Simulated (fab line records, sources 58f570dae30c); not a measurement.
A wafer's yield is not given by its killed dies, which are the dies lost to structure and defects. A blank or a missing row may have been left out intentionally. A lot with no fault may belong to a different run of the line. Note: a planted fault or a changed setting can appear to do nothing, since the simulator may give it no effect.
Problem report, 8D (eight disciplines) form, completed by code / flow berkeley cmos170 / the parts of the form that need people (team, actions taken, sign-off) are left out
Where a reading is given only as a bound, like >300, the bound stands for it, and a mean or a difference that rests on one is marked > or <: the true number lies beyond.

## 1. WHAT WENT WRONG
M1_AL_THK at UCB170_M1_THK_MEAS_02 reads a mean of <0 nm on 6 wafers of 2 lots; wafers without a fault read 607 nm with a standard deviation of 6.6. That is <-92 standard deviations from the usual mean.
The step: measures by xrf.
Seen first at day 9 12:41 on film metro-02, wafer L455.3. The record has a number at this step for 42 wafers belonging to 14 lots. Rule for "out" (also "out of limits"): further than 4 standard deviations from the usual mean. Any other wafer with a number is counted as sound.

## 2. WHAT IT IS, WHAT IT ISN'T
question=which readings at this step | is=M1_AL_THK | is not=-
question=which lots | is=L455, L456 | is not=L451, L453, L454, L458, L459, L464, L467, L468, L469, L470, L471, L472
question=which wafers of those lots | is=all that have a number | is not=-
question=read on which gauges | is=film metro-02 | is not=film metro-01, film metro-04
question=when | is=from day 9 12:41 | is not=up to then (6 sound wafers); but 30 sound wafers of L453, L454, L459, L464, L467, L468, L469, L470, L471, L472 came after

## 3. THE SUSPECTS, EACH WITH WHAT RULES IT OUT
Counting: a tool at any process step up to the reading remains a suspect when it ran all the lots that are out and ran no sound lot after the first of those.
- the gauge at UCB170_M1_THK_MEAS_02: ruled out. All the wafers that are out were read on film metro-02, but those of them that UCB170_M3_PROBE_99 has rows for are out there too, on other tools.
- plasma asher-02 at UCB170_PSD_STRIP_09 (strips in O2): ruled out as a lasting fault. The sound lots L454, L459, L467, L470, L469 went through it after L455, its earliest lot that is out (day 8 21:50).
- pvd sputter-01 at UCB170_M1_SPUTTER_00 (material Al, target thk 600 nm, time 80 s): ruled out as a lasting fault. The sound lots L467, L470, L471 went through it after L455, its earliest lot that is out (day 9 12:29).
Left after counting: nothing in the record.

## 4. THE CAUSE (what the simulator had put in)
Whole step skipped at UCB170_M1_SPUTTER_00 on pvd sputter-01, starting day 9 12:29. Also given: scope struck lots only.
The count ruled it out by mistake, since the rule takes a fault to strike every lot its tool runs from the start of the fault on, and this one did not do so.

## 5. THE EFFECT CHAIN, in route order
Each row: a reading where the mean over the struck wafers with a number is more than 3 standard deviations away from the usual. Readings are gone through only where the record gives a usual standard deviation; hours: the median, over the lots, of the time from a lot's start at the first step in this table giving one to that lot's start at this step; sigmas: the change measured in usual standard deviations.
hours=0; step=UCB170_M1_THK_MEAS_02; reading=M1_AL_THK; usual=607 nm; on struck wafers=<0; change=<-607; sigmas=<-92
hours=21; step=UCB170_M3_PROBE_99; reading=defect limited yield; usual=98.8 %; on struck wafers=0.0; change=-98.8; sigmas=-99 or more
hours=21; step=UCB170_M3_PROBE_99; reading=killed_at_M0_to_M3; usual=0.9; on struck wafers=264.0; change=+263.1; sigmas=+99 or more
hours=21; step=UCB170_M3_PROBE_99; reading=killed dies; usual=3.2; on struck wafers=264.0; change=+260.8; sigmas=+99 or more
hours=21; step=UCB170_M3_PROBE_99; reading=killed on rim; usual=0.9; on struck wafers=70.0; change=+69.1; sigmas=+71
hours=21; step=UCB170_M3_PROBE_99; reading=sort_bin_3_pad_short; usual=0.1 %; on struck wafers=23.6; change=+23.5; sigmas=+99 or more
hours=21; step=UCB170_M3_PROBE_99; reading=sort_bin_5_function; usual=0.7 %; on struck wafers=73.3; change=+72.6; sigmas=+99 or more
hours=21; step=UCB170_M3_PROBE_99; reading=sort_bin_6_memory; usual=0.5 %; on struck wafers=3.0; change=+2.5; sigmas=+7.2
hours=21; step=UCB170_M3_PROBE_99; reading=sort n pass; usual=260.8; on struck wafers=0.0; change=-260.8; sigmas=-99 or more
hours=21; step=UCB170_M3_PROBE_99; reading=sort yield pct; usual=98.8 %; on struck wafers=0.0; change=-98.8; sigmas=-99 or more
The process steps in it:
- UCB170_M3_PROBE_99
Readings that are blank on the struck wafers while sound wafers have them: cathode dc power W at UCB170_M1_SPUTTER_00; chamber pressure pa at UCB170_M1_SPUTTER_00; throttle valve pct at UCB170_M1_SPUTTER_00; M1_AL_RS at UCB170_M1_RS_MEAS_01.

## 6. WHAT WOULD HAVE CAUGHT IT SOONER
The first out-of-limits reading at a measuring or inspecting step in this record came at day 9 12:41, 0 hours after the fault's start at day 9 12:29.
Between UCB170_M1_SPUTTER_00 and UCB170_M1_THK_MEAS_02, UCB170_M1_RS_MEAS_01 gave no M1_AL_RS on the struck wafers, where sound wafers have one: a measuring or inspecting step that comes back empty is itself a sign.
At UCB170_M1_SPUTTER_00 the tool's readings are blank on the struck wafers, where sound wafers have them: an empty tool record is the first sign, and it was there at once.
